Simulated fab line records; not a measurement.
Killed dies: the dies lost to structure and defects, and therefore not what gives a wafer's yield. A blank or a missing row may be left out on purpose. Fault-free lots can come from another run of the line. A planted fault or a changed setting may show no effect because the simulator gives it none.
One fault through the eyes of 2 desks ; flow rit cmos ; what lay behind the numbers comes last; until then each desk has only its own

## THE TOOL OWNER'S DESK: furnace-01
Per lot that ran on this tool, the mean of the sampled wafers carrying a number, from the tool's own readings at RIT_WELLDRIVE_ANNEAL_00 (time 14700 s). If a lot's mean is further than 4 standard deviations from the usual mean, the lot is out of limits and carries the mark OUT (the distance appears in the brackets).
Columns: A = spike tc centre C at RIT_WELLDRIVE_ANNEAL_00, usual 1101.9 C; B = spike tc load C at RIT_WELLDRIVE_ANNEAL_00, usual 1126.7 C; C = spike tc source C at RIT_WELLDRIVE_ANNEAL_00, usual 1127.3 C; D = tube center temp C at RIT_WELLDRIVE_ANNEAL_00, usual 1100 C; E = tube_center_temp_C_max at RIT_WELLDRIVE_ANNEAL_00, usual 1102.8; F = zone power centre pct at RIT_WELLDRIVE_ANNEAL_00, usual 57 %
lot;first seen here;A;B;C;D;E;F
L774;day 3 05:59;1102.5;1124.3;1125.3;1100;1102.7;64
L775;day 3 11:04;1117.9 (+13) OUT;1140.4 (+4.6) OUT;1140.5 (+7.4) OUT;1115 (+99 or more) OUT;1118.0 (+35) OUT;65
L777;day 3 19:44;1117.4 (+13) OUT;1140.6 (+4.6) OUT;1139.0 (+6.5) OUT;1115 (+99 or more) OUT;1117.7 (+34) OUT;66
Finding of this desk: L775, L777 out of limits; the first was L775 at day 3 11:04, on spike tc centre C at RIT_WELLDRIVE_ANNEAL_00. In limits: L774.

## FROM THE METROLOGY DESK
Means of the sampled wafers that have a number, per lot and without regard to the tool the lot ran on: this is what the gauges read. If a lot's mean is further than 4 standard deviations from the usual mean, the lot is out of limits and carries the mark OUT (the distance appears in the brackets).
Columns: A = NWELL_RS at RIT_WELLDRIVE_RS_MEAS_01, usual 275.6 ohm/sq; B = PWELL_RS at RIT_WELLDRIVE_RS_MEAS_02, usual 429.4 ohm/sq
lot;first seen here;A;B
L768;day 2 06:12;274.7;430.0
L770;day 2 22:55;275.9;430.0
L771;day 2 23:28;274.3;429.8
L772;day 3 04:32;275.4;430.9
L774;day 3 11:05;276.9;430.7
L775;day 3 16:11;259.8 (-19) OUT;413.7 (-13) OUT
L777;day 4 00:49;259.4 (-20) OUT;412.0 (-14) OUT
L782;day 5 03:37;276.5;429.7
L783;day 5 08:44;276.0;428.8
L787;day 6 04:15;276.0;429.9
L788;day 6 10:04;275.7;428.9
L789;day 6 14:58;275.0;429.0
L790;day 6 19:58;274.8;429.1
L791;day 7 01:01;275.7;429.7
This desk's result: L775, L777 out of limits, first on L775 (NWELL_RS at RIT_WELLDRIVE_RS_MEAS_01), day 3 16:11. In limits: L768, L770, L771, L772, L774, L782, L783, L787, L788, L789, L790, L791.

## TAKEN TOGETHER
On L775, L777, at day 3 11:04, an alarm was possible from the tool owner's desk.
The metrology desk could have raised an alarm at day 3 16:11, on L775, L777.
All the named lots went through RIT_WELLDRIVE_ANNEAL_00 on furnace-01.

## WHAT THE SIMULATOR HAD INSERTED
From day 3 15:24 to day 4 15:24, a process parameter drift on furnace-01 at RIT_WELLDRIVE_ANNEAL_00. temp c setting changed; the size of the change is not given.
Lots struck among those shown: L775, L777.
